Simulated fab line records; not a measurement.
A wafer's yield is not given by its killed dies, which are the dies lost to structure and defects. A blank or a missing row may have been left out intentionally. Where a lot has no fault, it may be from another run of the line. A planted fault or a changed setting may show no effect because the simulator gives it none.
fab line records -- flow rit_cmos
record: lots: 14, wafers: 42, last_day: 8
route steps=202 shown FOX1@21 NLDD@109 NSD@133 M1@202
lots untouched by any fault: they come from a run of this same line in which no faults occurred
start_h: hours from the record's opening day to when the first of the lot's shown wafers began -- wait_h: hours since the lot's step before -- " identical to the entry in the row above -- L1.1+2: one row covering several wafers at once -- - no value, or no start given -- * or withheld: withheld -- < > ~ a bound
route shown NAME@n: a module of which the file shows steps, and the number in the route of the first -- usual: mean/standard deviation taken from wafers without a fault -- same: alike in all rows -- chamber/n: place in a boat -- sites: each site's reading -- _std_site: how widely they spread, as a standard deviation -- _edge_site: outer sites' mean less inner sites' -- radius_mm: how far each site lies from the wafer's centre -- mask NAME#n: copy n -- behind: the tool/chamber that last shaped the wafer -- hold: why the lot was held/for how many hours/how that ended -- device: the n, p or np transistor that did not switch -- end of line: tests of these same wafers at the route's end -- a step without rows: its recipe alone -- killed: dies lost to structure and defects at the first sort, not the wafer's yield -- map: per-die view of a wafer (x killed, . not killed, _ where there is no die)
set.NAME: the run value of the setting; set.NAME@STEP: its run value at that earlier step -- model.NAME: the simulator's own value behind a step, which no gauge read
a sample of lots followed through the steps of the route, with each step as a table and each wafer as a row
== steps ==
step: RIT_FOX1_THK_MEAS_01
recipe: reads: SiO2_of_FOX1_OXIDATION_00
usual: FOX1_OXIDE_THK: 352/5.3
lot.wafer,tool,chamber,start_h,wait_h,FOX1_OXIDE_THK[nm]
L624.1,film_metro-03,-,19.77,0.0,355
L624.2,film_metro-03,-,19.77,0.0,355
L624.4,film_metro-03,-,19.77,0.0,357
L625.2,film_metro-03,-,26.08,0.0,348
L625.4,film_metro-03,-,26.08,0.0,338
L625.6,film_metro-03,-,26.08,0.0,344
L626.2,film_metro-03,-,32.47,0.0,357
L626.3,film_metro-03,-,32.47,0.0,356
L626.6,film_metro-03,-,32.47,0.0,355
L628.2,film_metro-03,-,40.18,0.0,354
L628.3,film_metro-03,-,40.18,0.0,351
L628.6,film_metro-03,-,40.18,0.0,356
L629.3,film_metro-03,-,45.26,0.0,359
L629.4,film_metro-03,-,45.26,0.0,367
L629.5,film_metro-03,-,45.26,0.0,364
L631.1,film_metro-02,-,53.58,0.0,357
L631.2,film_metro-02,-,53.58,0.0,356
L631.5,film_metro-02,-,53.58,0.0,363
L632.1,film_metro-02,-,60.53,0.0,353
L632.5,film_metro-02,-,60.53,0.0,358
L632.6,film_metro-02,-,60.53,0.0,357
L633.1,film_metro-02,-,65.09,0.0,350
L633.3,film_metro-02,-,65.09,0.0,352
L633.5,film_metro-02,-,65.09,0.0,347
L634.1,film_metro-02,-,68.11,0.0,354
L634.2,film_metro-02,-,68.11,0.0,352
L634.3,film_metro-02,-,68.11,0.0,353
L640.2,film_metro-01,-,101.50,0.0,350
L640.5,film_metro-01,-,101.50,0.0,351
L640.6,film_metro-01,-,101.50,0.0,352
L641.1,film_metro-03,-,104.45,0.0,349
L641.3,film_metro-03,-,104.45,0.0,349
L641.6,film_metro-03,-,104.45,0.0,344
L644.4,film_metro-03,-,120.27,0.0,347
L644.5,film_metro-03,-,120.27,0.0,353
L644.6,film_metro-03,-,120.27,0.0,354
L645.1,film_metro-03,-,132.66,0.0,349
L645.3,film_metro-03,-,132.66,0.0,344
L645.6,film_metro-03,-,132.66,0.0,341
L646.1,film_metro-01,-,132.66,0.0,351
L646.4,film_metro-01,-,132.66,0.0,350
L646.6,film_metro-01,-,132.66,0.0,351
step: RIT_NLDD_OVL_MEAS_06
usual: NLDD_OVL: 1.4/1.4
lot.wafer,tool,chamber,start_h,wait_h,NLDD_OVL[nm]
L624.1,overlay-01,-,48.98,-,-1.2
L624.2,overlay-01,-,48.98,-,-0.1
L624.4,overlay-01,-,48.98,-,-0.4
L625.2,overlay-02,-,54.95,-,1.8
L625.4,overlay-02,-,54.95,-,0.9
L625.6,overlay-02,-,54.95,-,2.1
L626.2,overlay-02,-,57.59,-,0.9
L626.3,overlay-02,-,57.59,-,0.9
L626.6,overlay-02,-,57.59,-,1.2
L628.2,overlay-02,-,71.58,-,1.1
L628.3,overlay-02,-,71.58,-,1.9
L628.6,overlay-02,-,71.58,-,1.6
L629.3,overlay-01,-,71.82,-,1.0
L629.4,overlay-01,-,71.82,-,-0.4
L629.5,overlay-01,-,71.82,-,2.7
L631.1,overlay-01,-,85.62,-,1.7
L631.2,overlay-01,-,85.62,-,4.1
L631.5,overlay-01,-,85.62,-,2.5
L632.1,overlay-02,-,88.61,-,0.6
L632.5,overlay-02,-,88.61,-,1.3
L632.6,overlay-02,-,88.61,-,1.4
L633.1,overlay-02,-,94.38,-,2.3
L633.3,overlay-02,-,94.38,-,3.6
L633.5,overlay-02,-,94.38,-,2.7
L634.1,overlay-01,-,96.90,-,2.7
L634.2,overlay-01,-,96.90,-,3.1
L634.3,overlay-01,-,96.90,-,3.3
L640.2,overlay-02,-,137.57,-,1.5
L640.5,overlay-02,-,137.57,-,3.5
L640.6,overlay-02,-,137.57,-,6.0
L641.1,overlay-02,-,142.70,-,-0.7
L641.3,overlay-02,-,142.70,-,0.8
L641.6,overlay-02,-,142.70,-,0.0
L644.4,overlay-01,-,156.69,-,-0.8
L644.5,overlay-01,-,156.69,-,-2.0
L644.6,overlay-01,-,156.69,-,-0.3
L646.1,overlay-02,-,162.27,-,3.2
L646.4,overlay-02,-,162.27,-,1.4
L646.6,overlay-02,-,162.27,-,1.4
L645.1,overlay-02,-,164.65,-,3.5
L645.3,overlay-02,-,164.65,-,2.8
L645.6,overlay-02,-,164.65,-,1.8
step: RIT_NSD_SOFTBAKE_02
recipe: resist: NOVOLAK, temp_c: 90, time_s: 60
usual: chill_plate_temp_C: 23.02/0.11, run_length_s: 89.24/0.19
lot.wafer,tool,chamber,start_h,wait_h,chill_plate_temp_C,run_length_s
L624.1,litho_track-04,0,54.51,0.1,23.08,89.32
L624.2,litho_track-04,0,54.51,0.1,22.98,89.41
L624.4,litho_track-04,0,54.51,0.1,23.03,89.36
L625.2,litho_track-03,0,59.98,0.1,23.14,88.81
L625.4,litho_track-03,0,59.98,0.1,23.02,88.83
L625.6,litho_track-03,0,59.98,0.1,23.09,88.90
L626.2,litho_track-01,0,62.52,0.1,23.14,89.28
L626.3,litho_track-01,0,62.52,0.1,23.22,89.18
L626.6,litho_track-01,0,62.52,0.1,23.16,89.10
L628.2,litho_track-01,0,77.57,0.1,23.10,89.16
L628.3,litho_track-01,0,77.57,0.1,23.17,89.57
L628.6,litho_track-01,0,77.57,0.1,23.12,89.35
L629.3,litho_track-04,0,78.02,0.1,23.14,89.38
L629.4,litho_track-04,0,78.02,0.1,23.05,89.43
L629.5,litho_track-04,0,78.02,0.1,23.06,89.30
L631.1,litho_track-04,0,92.14,0.1,23.03,89.36
L631.2,litho_track-04,0,92.14,0.1,23.10,89.22
L631.5,litho_track-04,0,92.14,0.1,22.98,89.22
L632.1,litho_track-01,0,94.46,0.1,22.96,89.43
L632.5,litho_track-01,0,94.46,0.1,22.98,89.28
L632.6,litho_track-01,0,94.46,0.1,23.01,89.08
L633.1,litho_track-04,0,99.27,0.1,22.97,89.53
L633.3,litho_track-04,0,99.27,0.1,22.96,89.20
L633.5,litho_track-04,0,99.27,0.1,22.93,89.42
L634.1,litho_track-03,0,103.20,0.1,23.14,88.90
L634.2,litho_track-03,0,103.20,0.1,22.96,88.82
L634.3,litho_track-03,0,103.20,0.1,23.03,88.87
L640.2,litho_track-04,0,144.07,0.1,22.89,100.73
L640.5,litho_track-04,0,144.07,0.1,22.78,100.96
L640.6,litho_track-04,0,144.07,0.1,22.91,100.75
L641.1,litho_track-04,0,148.66,0.1,22.93,100.70
L641.3,litho_track-04,0,148.66,0.1,22.72,100.86
L641.6,litho_track-04,0,148.66,0.1,22.96,100.95
L644.4,litho_track-03,0,163.43,0.1,22.94,88.85
L644.5,litho_track-03,0,163.43,0.1,23.15,89.00
L644.6,litho_track-03,0,163.43,0.1,23.02,88.84
L646.1,litho_track-01,0,168.20,0.1,22.87,89.26
L646.4,litho_track-01,0,168.20,0.1,23.01,89.23
L646.6,litho_track-01,0,168.20,0.1,22.93,89.41
L645.1,litho_track-01,0,169.87,0.1,23.18,89.17
L645.3,litho_track-01,0,169.87,0.1,23.18,89.36
L645.6,litho_track-01,0,169.87,0.1,23.09,89.26
step: RIT_NSD_OVL_MEAS_06
usual: NSD_OVL: -0.9/1.4
lot.wafer,tool,chamber,start_h,wait_h,NSD_OVL[nm]
L624.1,overlay-01,-,55.06,-,-1.3
L624.2,overlay-01,-,55.06,-,-3.1
L624.4,overlay-01,-,55.06,-,-2.3
L625.2,overlay-02,-,60.54,-,-0.9
L625.4,overlay-02,-,60.54,-,-1.5
L625.6,overlay-02,-,60.54,-,-0.4
L626.2,overlay-02,-,63.19,-,-0.2
L626.3,overlay-02,-,63.19,-,0.3
L626.6,overlay-02,-,63.19,-,0.8
L628.2,overlay-01,-,78.10,-,-0.3
L628.3,overlay-01,-,78.10,-,-2.7
L628.6,overlay-01,-,78.10,-,-1.0
L629.3,overlay-02,-,78.66,-,1.5
L629.4,overlay-02,-,78.66,-,-0.7
L629.5,overlay-02,-,78.66,-,-0.5
L631.1,overlay-02,-,92.69,-,-1.0
L631.2,overlay-02,-,92.69,-,-2.3
L631.5,overlay-02,-,92.69,-,0.0
L632.1,overlay-02,-,95.01,-,2.1
L632.5,overlay-02,-,95.01,-,1.4
L632.6,overlay-02,-,95.01,-,0.7
L633.1,overlay-02,-,99.82,-,-0.1
L633.3,overlay-02,-,99.82,-,0.2
L633.5,overlay-02,-,99.82,-,-0.2
L634.1,overlay-01,-,103.75,-,-2.0
L634.2,overlay-01,-,103.75,-,-2.1
L634.3,overlay-01,-,103.75,-,-1.7
L640.2,overlay-02,-,144.72,-,-1.3
L640.5,overlay-02,-,144.72,-,-1.6
L640.6,overlay-02,-,144.72,-,-0.7
L641.1,overlay-02,-,149.44,-,-2.8
L641.3,overlay-02,-,149.44,-,1.4
L641.6,overlay-02,-,149.44,-,0.0
L644.4,overlay-02,-,164.09,-,-0.7
L644.5,overlay-02,-,164.09,-,-1.1
L644.6,overlay-02,-,164.09,-,-0.2
L646.1,overlay-02,-,168.97,-,0.2
L646.4,overlay-02,-,168.97,-,-1.3
L646.6,overlay-02,-,168.97,-,-1.8
L645.1,overlay-01,-,170.42,-,1.1
L645.3,overlay-01,-,170.42,-,-1.4
L645.6,overlay-01,-,170.42,-,-2.5
step: RIT_M1_PROBE_99
usual: killed_at_contacts: 0.0/0.2, killed_at_front_end: 7.0/2.8, killed_dies: 7.0/2.8, killed_open: 3.4/1.9, killed_short: 3.6/2
same: gross_dies: 264, killed_at_M0_to_M3: 0, killed_at_M4_up: 0, killed_at_back_side: 0, killed_at_other: 0
lot.wafer,tool,chamber,start_h,wait_h,killed_at_contacts,killed_at_front_end,killed_dies,killed_open,killed_short
L624.1,prober-01,-,65.16,0.1,0,7,7,5,2
L624.2,prober-01,-,65.21,0.1,0,4,4,1,3
L624.4,prober-01,-,65.31,0.2,0,5,5,2,3
L625.2,prober-01,-,70.52,0.1,0,2,2,1,1
L625.4,prober-01,-,70.62,0.2,0,6,6,4,2
L625.6,prober-01,-,70.72,0.2,0,2,2,1,1
L626.2,prober-02,-,73.05,0.1,0,11,11,4,7
L626.3,prober-02,-,73.10,0.2,0,7,7,3,4
L626.6,prober-02,-,73.25,0.2,0,3,3,1,2
L628.2,prober-02,-,88.56,0.1,0,9,9,3,6
L628.3,prober-02,-,88.61,0.2,0,3,3,0,3
L628.6,prober-02,-,88.76,0.2,0,4,4,3,1
L629.3,prober-01,-,90.11,0.2,0,10,10,4,6
L629.4,prober-01,-,90.16,0.2,0,8,8,2,6
L629.5,prober-01,-,90.21,0.2,0,4,4,3,1
L631.1,prober-01,-,102.96,0.1,0,5,5,3,2
L631.2,prober-01,-,103.01,0.1,0,3,3,0,3
L631.5,prober-01,-,103.16,0.2,0,2,2,0,2
L632.1,prober-02,-,104.92,0.1,0,1,1,1,0
L632.5,prober-02,-,105.12,0.2,0,11,11,6,5
L632.6,prober-02,-,105.17,0.2,0,8,8,4,4
L633.1,prober-01,-,112.22,0.1,0,7,7,5,2
L633.3,prober-01,-,112.32,0.2,0,9,9,4,5
L633.5,prober-01,-,112.42,0.2,0,11,11,4,7
L634.1,prober-02,-,113.72,0.1,0,5,5,1,4
L634.2,prober-02,-,113.77,0.1,0,10,10,4,6
L634.3,prober-02,-,113.82,0.2,0,4,4,2,2
L640.2,prober-02,-,154.94,0.1,0,4,4,3,1
L640.5,prober-02,-,155.09,0.2,0,5,5,3,2
L640.6,prober-02,-,155.14,0.2,0,7,7,2,5
L641.1,prober-01,-,159.44,0.1,1,6,7,3,4
L641.3,prober-01,-,159.54,0.2,0,8,8,4,4
L641.6,prober-01,-,159.69,0.2,0,5,5,2,3
L644.4,prober-02,-,174.26,0.2,0,9,9,5,4
L644.5,prober-02,-,174.31,0.2,0,10,10,4,6
L644.6,prober-02,-,174.36,0.2,0,6,6,3,3
L646.1,prober-01,-,179.23,0.1,0,7,7,4,3
L646.4,prober-01,-,179.38,0.2,0,6,6,1,5
L646.6,prober-01,-,179.48,0.2,0,5,5,2,3
L645.1,prober-02,-,180.73,0.1,0,11,11,2,9
L645.3,prober-02,-,180.83,0.2,1,7,8,5,3
L645.6,prober-02,-,180.98,0.2,0,11,11,7,4
killed by level:class
L624.1 SPACER:geometric_particle:open=3 SPACER:geometric_particle:short=2 REOX:geometric_particle:open=1 SILICIDE:geometric_particle:open=1
L624.2 SPACER:geometric_particle:short=2 REOX:geometric_particle:short=1 SPACER:geometric_particle:open=1
L624.4 GATE:geometric_particle:open=2 SILICIDE:geometric_particle:short=2 FOX1:geometric_particle:short=1
L625.2 FOX1:geometric_particle:open=1 GATE:geometric_particle:short=1
L625.4 FOX2:geometric_particle:open=2 GATE:geometric_particle:open=2 GATE:geometric_particle:short=1 SILICIDE:geometric_particle:short=1
L625.6 FOX1:geometric_particle:short=1 SPACER:geometric_particle:open=1
L626.2 GATE:geometric_particle:short=3 REOX:geometric_particle:open=3 FOX2:geometric_particle:short=2 FOX1:geometric_particle:open=1 REOX:geometric_particle:short=1 SILICIDE:geometric_particle:short=1
L626.3 GATE:geometric_particle:short=3 GATE:geometric_particle:open=2 REOX:geometric_particle:short=1 SILICIDE:geometric_particle:open=1
L626.6 GATE:geometric_particle:open=1 REOX:geometric_particle:short=1 SPACER:geometric_particle:short=1
L628.2 GATE:geometric_particle:short=2 REOX:geometric_particle:open=2 FOX2:geometric_particle:short=1 GATE:geometric_particle:open=1 SPACER:geometric_particle:short=1 SILICIDE:geometric_particle:short=1 STARTING-WAFER:geometric_particle:short=1
L628.3 FOX1:geometric_particle:short=2 GATE:geometric_particle:short=1
L628.6 FOX2:geometric_particle:open=1 GATE:geometric_particle:short=1 REOX:geometric_particle:open=1 SILICIDE:geometric_particle:open=1
L629.3 GATE:geometric_particle:short=5 GATE:geometric_particle:open=2 SPACER:geometric_particle:open=1 SPACER:geometric_particle:short=1 SILICIDE:geometric_particle:open=1
L629.4 GATE:geometric_particle:short=3 FOX2:geometric_particle:short=1 REOX:geometric_particle:open=1 SPACER:geometric_particle:short=1 SILICIDE:geometric_particle:open=1 SILICIDE:geometric_particle:short=1
L629.5 GATE:geometric_particle:open=2 GATE:geometric_particle:short=1 SILICIDE:geometric_particle:open=1
L631.1 FOX1:geometric_particle:open=1 FOX1:geometric_particle:short=1 FOX2:geometric_particle:open=1 SPACER:geometric_particle:open=1 SILICIDE:geometric_particle:short=1
L631.2 SPACER:geometric_particle:short=2 FOX1:geometric_particle:short=1
L631.5 FOX1:geometric_particle:short=1 REOX:geometric_particle:short=1
L632.1 GATE:geometric_particle:open=1
L632.5 GATE:geometric_particle:short=3 GATE:geometric_particle:open=2 SILICIDE:geometric_particle:open=2 FOX1:geometric_particle:short=1 FOX2:geometric_particle:open=1 REOX:geometric_particle:short=1 SPACER:geometric_particle:open=1
L632.6 SPACER:geometric_particle:open=3 GATE:geometric_particle:short=2 GATE:geometric_particle:open=1 REOX:geometric_particle:short=1 SPACER:geometric_particle:short=1
L633.1 FOX1:geometric_particle:open=1 FOX1:geometric_particle:short=1 FOX2:geometric_particle:open=1 GATE:geometric_particle:open=1 REOX:geometric_particle:open=1 SPACER:geometric_particle:open=1 SILICIDE:geometric_particle:short=1
L633.3 SILICIDE:geometric_particle:short=4 SILICIDE:geometric_particle:open=3 GATE:geometric_particle:short=1 REOX:geometric_particle:open=1
L633.5 REOX:geometric_particle:short=3 SILICIDE:geometric_particle:short=2 FOX1:geometric_particle:open=1 FOX2:geometric_particle:short=1 GATE:geometric_particle:short=1 GATE:geometric_particle:open=1 SPACER:geometric_particle:open=1 SILICIDE:geometric_particle:open=1
L634.1 GATE:geometric_particle:short=3 ACTIVE:geometric_particle:short=1 GATE:geometric_particle:open=1
L634.2 GATE:geometric_particle:open=4 REOX:geometric_particle:short=3 GATE:geometric_particle:short=2 FOX1:geometric_particle:short=1
L634.3 SILICIDE:geometric_particle:short=2 GATE:geometric_particle:open=1 SILICIDE:geometric_particle:open=1
L640.2 SPACER:geometric_particle:open=2 FOX1:geometric_particle:short=1 FOX2:geometric_particle:open=1
L640.5 GATE:geometric_particle:open=2 FOX2:geometric_particle:open=1 FOX2:geometric_particle:short=1 SPACER:geometric_particle:short=1
L640.6 GATE:geometric_particle:short=2 FOX1:geometric_particle:open=1 FOX1:geometric_particle:short=1 REOX:geometric_particle:short=1 REOX:geometric_particle:open=1 SPACER:geometric_particle:short=1
L641.1 GATE:geometric_particle:short=2 GATE:geometric_particle:open=1 SPACER:geometric_particle:open=1 SILICIDE:geometric_particle:open=1 SILICIDE:geometric_particle:short=1 CONTACT:geometric_particle:short=1
L641.3 GATE:geometric_particle:short=3 GATE:geometric_particle:open=2 FOX2:geometric_particle:open=1 SPACER:geometric_particle:open=1 SILICIDE:geometric_particle:short=1
L641.6 ACTIVE:geometric_particle:short=1 FOX1:geometric_particle:open=1 GATE:geometric_particle:short=1 REOX:geometric_particle:short=1 SILICIDE:geometric_particle:open=1
L644.4 GATE:geometric_particle:short=3 GATE:geometric_particle:open=2 SILICIDE:geometric_particle:open=2 FOX1:geometric_particle:open=1 SPACER:geometric_particle:short=1
L644.5 GATE:geometric_particle:short=2 FOX1:geometric_particle:short=1 FOX2:geometric_particle:open=1 GATE:geometric_particle:open=1 REOX:geometric_particle:short=1 SPACER:geometric_particle:short=1 SPACER:geometric_particle:open=1 SILICIDE:geometric_particle:open=1
L644.6 REOX:geometric_particle:open=2 GATE:geometric_particle:open=1 REOX:geometric_particle:short=1 SPACER:geometric_particle:short=1 SILICIDE:geometric_particle:short=1
L646.1 FOX1:geometric_particle:open=2 GATE:geometric_particle:open=2 FOX1:geometric_particle:short=1 GATE:geometric_particle:short=1 SILICIDE:geometric_particle:short=1
L646.4 GATE:geometric_particle:short=4 FOX1:geometric_particle:short=1 GATE:geometric_particle:open=1
L646.6 FOX1:geometric_particle:short=2 GATE:geometric_particle:open=2 REOX:geometric_particle:short=1
L645.1 GATE:geometric_particle:short=3 SILICIDE:geometric_particle:short=3 FOX1:geometric_particle:short=2 GATE:geometric_particle:open=1 REOX:geometric_particle:open=1 REOX:geometric_particle:short=1
L645.3 GATE:geometric_particle:open=3 FOX1:geometric_particle:short=1 FOX1:geometric_particle:open=1 FOX2:geometric_particle:short=1 GATE:geometric_particle:short=1 CONTACT:geometric_particle:open=1
L645.6 GATE:geometric_particle:open=5 GATE:geometric_particle:short=2 REOX:geometric_particle:open=1 REOX:geometric_particle:short=1 SILICIDE:geometric_particle:short=1 SILICIDE:geometric_particle:open=1
== key ==
first_sign: step: RIT_NSD_SOFTBAKE_02, reading: run_length_s, direction: up, sigmas: 60, usual: *, struck: *
effect none on later readings
met_at RIT_NSD_SOFTBAKE_02
struck_lots L640,L641
tester_left_out L640,L641
not_acting_at RIT_FOX1_THK_MEAS_01,RIT_NLDD_OVL_MEAS_06,RIT_NSD_OVL_MEAS_06
onset_between 99.27 144.07
fault: kind: process_parameter_drift, tool: litho_track-04, chamber: -, onset_h: 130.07, steps: RIT_NSD_SOFTBAKE_02, channel: time_s, offset: *, shape: step, end_h: 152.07, acts_in: *, stated: *
tester_left_out: of these lots the tester's yield and bins aren't shown, on N5 and GAA mostly nor the transistor test; their killed dies are dies lost to structure and defects alone, not to doping, threshold or leakage, so they don't give the yield
